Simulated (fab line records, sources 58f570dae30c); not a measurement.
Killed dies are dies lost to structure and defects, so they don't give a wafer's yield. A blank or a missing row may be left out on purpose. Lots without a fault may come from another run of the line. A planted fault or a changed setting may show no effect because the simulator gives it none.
Which tool did it? | flow berkeley_cmos170 | 14 lots, 42 wafers sampled, at 4 steps of a route of 331

WHAT THE GAUGES READ, wafer by wafer
UCB170_SDANNEAL_RS_MEAS_03: measures by four-point-probe.
lot  | measured     | on            | NSD_RS (ohm/sq)
L832 | day 7 09:05  | film_metro-02 | 37.29 37.28 37.29
L833 | day 7 09:18  | film_metro-01 | 37.43 37.41 37.38
L834 | day 7 15:34  | film_metro-02 | 37.38 37.42 37.40
L838 | day 7 22:15  | film_metro-02 | 37.33 37.28 37.35
L835 | day 7 23:24  | film_metro-04 | 37.29 37.29 37.24
L839 | day 8 06:22  | film_metro-04 | 37.24 37.25 37.15
L840 | day 8 06:22  | film_metro-01 | 37.39 37.53 37.41
L843 | day 8 23:10  | film_metro-01 | 37.34 37.27 37.30
L842 | day 8 23:10  | film_metro-04 | 37.37 37.36 37.19
L845 | day 9 14:41  | film_metro-01 | 37.35 37.37 37.38
L844 | day 9 14:13  | film_metro-01 | 37.43 37.45 37.33
L848 | day 9 22:43  | film_metro-01 | 37.33 37.32 37.35
L852 | day 11 00:53 | film_metro-01 | 37.34 37.37 37.31
L853 | day 11 00:25 | film_metro-04 | 37.35 37.33 37.28

WHICH TOOL RAN EACH LOT (tool, then ch and the chambers of the sampled wafers, then the start)
lot  | UCB170_GATE_ETCH_14               | UCB170_GATE_ETCH_15              | UCB170_SDANNEAL_RTA_01
L832 | rie_diel-04 ch 0,2,3, day 6 14:02 | rie_si-02 ch 1,2,3, day 6 14:05  | rtp_anneal-02 ch 0, day 7 08:54
L833 | rie_diel-01 ch 1,2,3, day 6 14:31 | rie_si-02 ch 0,1,3, day 6 14:34  | rtp_anneal-02 ch 0, day 7 09:05
L834 | rie_diel-04 ch 0,1,2, day 6 21:32 | rie_si-01 ch 1,2,3, day 6 21:35  | rtp_anneal-01 ch 0, day 7 15:23
L838 | rie_diel-04 ch 0,2,3, day 7 09:09 | rie_si-01 ch 0,2,3, day 7 09:11  | rtp_anneal-02 ch 0, day 7 22:04
L835 | rie_diel-04 ch 0,1, day 7 09:29   | rie_si-01 ch 2,3, day 7 09:32    | rtp_anneal-01 ch 0, day 7 23:13
L839 | rie_diel-04 ch 1,2, day 7 17:17   | rie_si-01 ch 0,3, day 7 17:19    | rtp_anneal-01 ch 0, day 8 06:12
L840 | rie_diel-01 ch 1,3, day 7 17:28   | rie_si-02 ch 0,1,2, day 7 17:30  | rtp_anneal-02 ch 0, day 8 06:11
L843 | rie_diel-04 ch 0,1,2, day 8 05:34 | rie_si-01 ch 0,1, day 8 05:36    | rtp_anneal-02 ch 0, day 8 22:59
L842 | rie_diel-01 ch 0,1, day 8 05:38   | rie_si-02 ch 0,1,3, day 8 05:41  | rtp_anneal-01 ch 0, day 8 22:59
L845 | rie_diel-04 ch 0,1,2, day 8 21:59 | rie_si-01 ch 1,2,3, day 8 22:01  | rtp_anneal-02 ch 0, day 9 14:29
L844 | rie_diel-01 ch 1,2, day 8 22:30   | rie_si-01 ch 1,2,3, day 8 22:32  | rtp_anneal-02 ch 0, day 9 14:02
L848 | rie_diel-02 ch 0,1, day 9 07:44   | rie_si-02 ch 0,1,2, day 9 07:46  | rtp_anneal-02 ch 0, day 9 22:33
L852 | rie_diel-04 ch 0,2, day 10 10:04  | rie_si-02 ch 0,3, day 10 10:07   | rtp_anneal-01 ch 0, day 11 00:41
L853 | rie_diel-02 ch 1,2, day 10 10:29  | rie_si-02 ch 0,1,2, day 10 10:31 | rtp_anneal-01 ch 0, day 11 00:14
- UCB170_GATE_ETCH_14: etches BARC in N2/H2.
- UCB170_GATE_ETCH_15: etches poly-Si in HBr/Cl2, stops on SiO2, time 56.3 s, target depth 278.2 nm.
- UCB170_SDANNEAL_RTA_01: time 5 s.

WHAT THE TOOLS THEMSELVES READ (means of the sampled wafers that have a number; where no wafer has one, the mark that the record gives instead)
UCB170_GATE_ETCH_14.
lot  | tool        | bias_w (W) | drypump_motor_current_A (A) | oes_product_au (a.u.) | throttle_valve_pct (%)
L832 | rie_diel-04 | 100.1      | 5.81                        | 0.998                 | 13.30
L833 | rie_diel-01 | 100.0      | 5.65                        | 0.994                 | 13.42
L834 | rie_diel-04 | 100.1      | 5.67                        | 0.999                 | 13.42
L838 | rie_diel-04 | 100.0      | 5.81                        | 0.993                 | 13.32
L835 | rie_diel-04 | 100.0      | 5.81                        | 0.999                 | 13.52
L839 | rie_diel-04 | 100.0      | 5.53                        | 1.013                 | 13.40
L840 | rie_diel-01 | 100.2      | 5.44                        | 1.011                 | 13.28
L843 | rie_diel-04 | 100.0      | 5.68                        | 1.002                 | 13.42
L842 | rie_diel-01 | 99.9       | 5.74                        | 0.990                 | 13.33
L845 | rie_diel-04 | 100.2      | 5.68                        | 1.008                 | 13.43
L844 | rie_diel-01 | 100.2      | 5.72                        | 0.979                 | 13.51
L848 | rie_diel-02 | 100.1      | 5.93                        | 0.993                 | 13.06
L852 | rie_diel-04 | 100.1      | 5.66                        | 0.996                 | 13.36
L853 | rie_diel-02 | 100.1      | 5.71                        | 0.973                 | 13.12

UCB170_GATE_ETCH_15.
lot  | tool      | bias_w (W) | drypump_motor_current_A (A) | oes_product_au (a.u.) | throttle_valve_pct (%)
L832 | rie_si-02 | 150.0      | 5.7                         | 0.831                 | 26.11
L833 | rie_si-02 | 150.0      | 5.6                         | 0.852                 | 26.29
L834 | rie_si-01 | 150.1      | 5.4                         | 0.834                 | 26.41
L838 | rie_si-01 | 150.2      | 5.6                         | 0.843                 | 26.44
L835 | rie_si-01 | 149.3      | 5.6                         | 0.831                 | 26.40
L839 | rie_si-01 | 150.1      | 5.3                         | 0.818                 | 26.31
L840 | rie_si-02 | 149.9      | 5.4                         | 0.839                 | 26.26
L843 | rie_si-01 | 160.8      | 5.1                         | 0.827                 | 26.35
L842 | rie_si-02 | 150.4      | 5.5                         | 0.840                 | 26.30
L845 | rie_si-01 | 161.4      | 5.5                         | 0.835                 | 26.41
L844 | rie_si-01 | 161.0      | 5.5                         | 0.834                 | 26.42
L848 | rie_si-02 | 149.6      | 5.4                         | 0.836                 | 26.26
L852 | rie_si-02 | 150.3      | 5.8                         | 0.846                 | 26.30
L853 | rie_si-02 | 149.9      | 5.4                         | 0.833                 | 26.26

UCB170_SDANNEAL_RTA_01.
lot  | tool          | anneal_temp_c_max | lamp_power_pct (%) | wafer_temp_C_max
L832 | rtp_anneal-02 | 1053.2            | 43                 | 1053.5
L833 | rtp_anneal-02 | 1052.1            | 43                 | 1054.8
L834 | rtp_anneal-01 | 1059.7            | 37                 | 1058.5
L838 | rtp_anneal-02 | 1053.4            | 43                 | 1055.4
L835 | rtp_anneal-01 | 1056.5            | 37                 | 1057.8
L839 | rtp_anneal-01 | 1058.0            | 37                 | 1057.0
L840 | rtp_anneal-02 | 1053.2            | 43                 | 1054.9
L843 | rtp_anneal-02 | 1053.2            | 43                 | 1054.5
L842 | rtp_anneal-01 | 1058.2            | 37                 | 1058.8
L845 | rtp_anneal-02 | 1053.0            | 43                 | 1055.3
L844 | rtp_anneal-02 | 1052.4            | 43                 | 1054.1
L848 | rtp_anneal-02 | 1053.3            | 43                 | 1054.8
L852 | rtp_anneal-01 | 1058.4            | 37                 | 1057.6
L853 | rtp_anneal-01 | 1056.8            | 37                 | 1058.1

THE ANSWER, worked out from the rows above alone
Rule: what is usual is taken from the lots themselves. Put in order of their means at a reading, lots are off if they are a third of the lots or fewer, leave a main group of 4 or more, and stand apart from it by a gap of 3 or more times the standard deviation of the main group's means; of several such gaps the widest counts. A main group whose means are all the same, to the digits that the tables above print for the reading, isn't used. A lot without any number at a reading at which 4 lots or more have one is off too. The other lots that the step has rows for count as sound. The gauges are gone through in route order, then the tools' own readings, and for those a lot's mean is taken as printed above. The first step at which some lot is off is used, and at that step the reading that is off furthest; a lot without a number counts as furthest.
Off: L843, L845, L844, at UCB170_GATE_ETCH_15 (bias_w). The main group: mean 150.0 W, standard deviation 0.3.
A tool fits if, at that step or a process step before it, it ran every lot that is off, and no sound lot after the first of them. One fits: rie_si-01 at UCB170_GATE_ETCH_15. Its last sound lot is L839 (day 7 17:19), its first lot that is off L843 (day 8 05:36): a fault that began between those two fits.
The tool's own readings at UCB170_GATE_ETCH_15 bear it out: on the lots that are off they differ by more than 5 times the standard deviation of the sound lots' means. bias_w reads 161.1 W there against 150.0 W on the sound lots.

WHAT THE SIMULATOR HAD PUT IN
Process parameter drift: rie_si-01, from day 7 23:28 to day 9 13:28, at UCB170_GATE_ETCH_15. Setting bias_w, moved by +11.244, from 150.
Lots struck among those shown: L843, L844, L845. The rule above found the same.
